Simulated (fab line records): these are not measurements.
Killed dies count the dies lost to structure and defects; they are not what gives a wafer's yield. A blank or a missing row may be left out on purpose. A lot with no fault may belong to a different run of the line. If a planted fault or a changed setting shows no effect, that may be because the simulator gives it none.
Commonality check across tools ; flow berkeley-cmos170 ; Lots sampled 14, wafers sampled 42

## THE REASON FOR OPENING IT
UCB170_PFIELD_TW_MEAS_09, reading PFIELD_TW: flagged on 2 of 14 lots. Wafers without a fault read 593, standard deviation 4.1.
Rule: a lot gets a flag if all its wafers with a number sit over 4 standard deviations from that mean, or if no wafer of it has a number. All remaining lots are regarded as sound.

lot;measured;on;PFIELD_TW, wafer by wafer;flag
L919;day 5 03:32;film-metro-03;594 592 595;
L920;day 5 03:49;film-metro-01;587 592 591;
L922;day 5 12:25;film-metro-04;601 603 599;
L925;day 6 17:34;film-metro-01;590 589 585;
L926;day 7 00:50;film-metro-03;593 596 597;
L928;day 7 00:53;film-metro-01;593 593 588;
L927;day 7 01:05;film-metro-04;603 603 606;
L930;day 7 09:02;film-metro-01;588 588 588;
L929;day 7 09:19;film-metro-03;593 594 595;
L935;day 8 08:32;film-metro-03;591 592 593;
L939;day 9 05:47;film-metro-03;687 686 689;FLAGGED
L940;day 9 15:17;film-metro-04;696 693 691;FLAGGED
L941;day 9 15:18;film-metro-03;594 591 593;
L942;day 10 03:45;film-metro-03;594 591 595;
On average the flagged lots' numbers are 690, which is +97 against the usual, or +24 standard deviations.

## WHICH TOOL EACH LOT WENT THROUGH
2 process steps preceding the reading are held in the record, out of 331 steps in the route. Each cell gives the tool, then ch followed by the chambers the sampled wafers passed through, then the start.
lot;flag;UCB170_PWELL_STRIP_16;UCB170_PFIELD_IMPLANT_07
L919;;plasma-asher-03 ch 0,1, day 3 11:01;implanter-01 ch 0, day 5 03:17
L920;;plasma-asher-01 ch 0,1, day 3 10:43;implanter-03 ch 0, day 5 03:35
L922;;plasma-asher-02 ch 0,1, day 3 19:46;implanter-02 ch 0, day 5 12:10
L925;;plasma-asher-02 ch 0,1, day 4 23:18;implanter-01 ch 0, day 6 17:22
L926;;plasma-asher-02 ch 0,1, day 5 05:48;implanter-02 ch 0, day 7 00:37
L928;;plasma-asher-02 ch 0,1, day 5 06:20;implanter-03 ch 0, day 7 00:38
L927;;plasma-asher-02 ch 0,1, day 5 06:04;implanter-01 ch 0, day 7 00:50
L930;;plasma-asher-02 ch 0,1, day 5 14:55;implanter-01 ch 0, day 7 08:47
L929;;plasma-asher-01 ch 0,1, day 5 14:42;implanter-03 ch 0, day 7 09:04
L935;;plasma-asher-01 ch 0,1, day 6 20:02;implanter-01 ch 0, day 8 08:18
L939;FLAGGED;plasma-asher-01 ch 0,1, day 7 15:17;implanter-03 ch 0, day 9 05:32
L940;FLAGGED;plasma-asher-02 ch 0,1, day 7 22:58;implanter-03 ch 0, day 9 15:04
L941;;plasma-asher-03 ch 0,1, day 7 22:58;implanter-01 ch 0, day 9 15:03
L942;;plasma-asher-03 ch 0,1, day 8 06:14;implanter-01 ch 0, day 10 03:30
These steps, and what they do:
- UCB170_PWELL_STRIP_16: strips in O2.
- UCB170_PFIELD_IMPLANT_07
- UCB170_PFIELD_TW_MEAS_09

## FLAGGED AGAINST TOTAL, ONE TOOL AT A TIME (gauges that did the reading follow at the end)
step;tool;lots run;flagged;share of the flagged lots;sound lots run after its first flagged lot
UCB170_PWELL_STRIP_16;plasma-asher-01;4;1;some;0
UCB170_PWELL_STRIP_16;plasma-asher-02;7;1;some;0
UCB170_PWELL_STRIP_16;plasma-asher-03;3;0;none;-
UCB170_PFIELD_IMPLANT_07;implanter-01;7;0;none;-
UCB170_PFIELD_IMPLANT_07;implanter-02;2;0;none;-
UCB170_PFIELD_IMPLANT_07;implanter-03;5;2;all;0
UCB170_PFIELD_TW_MEAS_09;film-metro-01;4;0;none;-
UCB170_PFIELD_TW_MEAS_09;film-metro-03;7;1;some;2 (L941,L942)
UCB170_PFIELD_TW_MEAS_09;film-metro-04;3;1;some;0

## WHAT IS ALLOWED BY THE TABLE
1 row of the table ran every flagged lot: implanter-03 at UCB170_PFIELD_IMPLANT_07.
- implanter-03 at UCB170_PFIELD_IMPLANT_07 ran 5 lots, 2 of them flagged. A fault beginning between L929 (day 7 09:04), its last sound lot, and L939 (day 9 05:32), its first flagged one, fits the data. Its own readings (dose-ions-cm2, faraday-current-uA) fall more than 4 standard deviations out on all wafers of the flagged lots.
Left over: one tool, implanter-03 at UCB170_PFIELD_IMPLANT_07.

## WHAT THE SIMULATOR HAD PUT IN
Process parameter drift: implanter-03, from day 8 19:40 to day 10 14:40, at UCB170_PFIELD_IMPLANT_07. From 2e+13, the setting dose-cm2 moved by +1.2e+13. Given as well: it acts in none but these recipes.
Lots struck among those shown: L939, L940. The same result came from the rule above.
